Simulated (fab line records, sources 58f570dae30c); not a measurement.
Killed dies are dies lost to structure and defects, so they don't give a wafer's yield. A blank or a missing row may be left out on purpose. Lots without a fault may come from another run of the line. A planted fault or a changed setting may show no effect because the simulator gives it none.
Tool commonality check | flow berkeley_cmos170 | 14 lots, 48 wafers sampled

WHY IT WAS OPENED
At UCB170_M2_CD_MEAS_90 the reading cd_nm is flagged on 2 of 14 lots. Wafers without a fault read 700.2 nm, standard deviation 2.4.
Rule: a lot is flagged when every wafer of it that has a number lies more than 4 standard deviations from that mean, or none has a number. The other lots count as sound.

lot  | measured     | on        | cd_nm (nm), wafer by wafer          | flag
L722 | day 7 21:59  | cd_sem-01 | 700.1 699.2 701.5                   |
L725 | day 7 22:17  | cd_sem-01 | 702.9 695.6 699.2                   |
L721 | day 7 22:33  | cd_sem-02 | 699.5 700.5 699.2                   |
L724 | day 7 22:41  | cd_sem-01 | 701.8 699.0 702.3                   |
L723 | day 7 22:54  | cd_sem-01 | 692.9 698.2 693.8                   |
L726 | day 8 11:21  | cd_sem-01 | 699.5 702.0 700.5                   |
L730 | day 9 14:55  | cd_sem-01 | 697.4 702.4 701.5                   |
L729 | day 9 15:34  | cd_sem-01 | 696.8 698.8 699.3                   |
L728 | day 9 17:55  | cd_sem-01 | 698.3 701.2 703.0                   |
L737 | day 10 22:15 | cd_sem-01 | 699.2 700.4 698.9                   |
L733 | day 10 22:41 | cd_sem-02 | 699.2 700.0 699.9                   |
L739 | day 11 07:25 | cd_sem-01 | 686.4 686.0 683.7 686.3 686.0 683.7 | FLAGGED
L742 | day 11 12:31 | cd_sem-01 | 687.3 685.2 686.3 686.9 685.3 686.4 | FLAGGED
L743 | day 12 11:01 | cd_sem-01 | 702.2 698.5 699.2                   |
The numbers of the flagged lots are 685.8 nm on average: -14.4 nm against the usual, or -6 standard deviations.

WHICH TOOL RAN EACH LOT
The record holds 2 process steps before the reading, out of a route of 331 steps. In each cell: the tool, then ch and the chambers that the sampled wafers went through, then the start.
lot  | flag    | UCB170_M2_METAL_ETCH_18           | UCB170_M2_STRIP_19
L722 |         | rie_metal-03 ch 0,1, day 7 21:41  | plasma_asher-03 ch 0,1, day 7 21:53
L725 |         | rie_metal-01 ch 0,1, day 7 21:58  | plasma_asher-04 ch 0,1, day 7 22:10
L721 |         | rie_metal-04 ch 0,1, day 7 22:08  | plasma_asher-02 ch 0,1, day 7 22:20
L724 |         | rie_metal-03 ch 1, day 7 22:22    | plasma_asher-04 ch 0,1, day 7 22:34
L723 |         | rie_metal-01 ch 0,1, day 7 22:37  | plasma_asher-03 ch 0,1, day 7 22:48
L726 |         | rie_metal-04 ch 0,1, day 8 11:02  | plasma_asher-03 ch 1, day 8 11:14
L730 |         | rie_metal-04 ch 0,1, day 9 14:29  | plasma_asher-03 ch 0,1, day 9 14:41
L729 |         | rie_metal-01 ch 0,1, day 9 15:17  | plasma_asher-02 ch 0,1, day 9 15:27
L728 |         | rie_metal-04 ch 0, day 9 17:19    | plasma_asher-02 ch 0,1, day 9 17:42
L737 |         | rie_metal-01 ch 0,1, day 10 21:56 | plasma_asher-03 ch 0,1, day 10 22:08
L733 |         | rie_metal-04 ch 0, day 10 22:23   | plasma_asher-03 ch 0,1, day 10 22:35
L739 | FLAGGED | rie_metal-01 ch 0,1, day 11 07:06 | plasma_asher-02 ch 0,1, day 11 07:17
L742 | FLAGGED | rie_metal-01 ch 0,1, day 11 12:12 | plasma_asher-03 ch 0,1, day 11 12:23
L743 |         | rie_metal-04 ch 0, day 12 10:33   | plasma_asher-03 ch 0,1, day 12 10:55
What these steps do:
- UCB170_M2_METAL_ETCH_18: etches Al in Cl2/BCl3, stops on SiO2, target depth 1170 nm, time 195 s.
- UCB170_M2_STRIP_19: strips in O2.
- UCB170_M2_CD_MEAS_90: target cd 700 nm.

FLAGGED OVER TOTAL, TOOL BY TOOL (the gauges that took the reading come last)
step                    | tool            | lots run | flagged | share of the flagged lots | sound lots run after its first flagged lot
UCB170_M2_METAL_ETCH_18 | rie_metal-01    | 6        | 2       | all                       | 0
UCB170_M2_METAL_ETCH_18 | rie_metal-03    | 2        | 0       | none                      | -
UCB170_M2_METAL_ETCH_18 | rie_metal-04    | 6        | 0       | none                      | -
UCB170_M2_STRIP_19      | plasma_asher-02 | 4        | 1       | some                      | 0
UCB170_M2_STRIP_19      | plasma_asher-03 | 8        | 1       | some                      | 1 (L743)
UCB170_M2_STRIP_19      | plasma_asher-04 | 2        | 0       | none                      | -
UCB170_M2_CD_MEAS_90    | cd_sem-01       | 12       | 2       | all                       | 1 (L743)
UCB170_M2_CD_MEAS_90    | cd_sem-02       | 2        | 0       | none                      | -

WHAT THE TABLE ALLOWS
2 rows of the table ran every flagged lot: rie_metal-01 at UCB170_M2_METAL_ETCH_18, cd_sem-01 at UCB170_M2_CD_MEAS_90.
- rie_metal-01 at UCB170_M2_METAL_ETCH_18: 2 of its 6 lots flagged. Its last sound lot is L737 (day 10 21:56), its first flagged lot L739 (day 11 07:06): a fault that began between those two fits.
- cd_sem-01 at UCB170_M2_CD_MEAS_90: 2 of its 12 lots flagged. Sound lots ran on it after the first flagged one (L743), which a lasting fault on the whole tool wouldn't allow.
One tool is left: rie_metal-01 at UCB170_M2_METAL_ETCH_18.

WHAT THE SIMULATOR HAD PUT IN
Process parameter drift: rie_metal-01, from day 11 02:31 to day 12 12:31, at UCB170_M2_METAL_ETCH_18. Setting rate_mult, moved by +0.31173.
Lots struck among those shown: L739, L742. The rule above found the same.
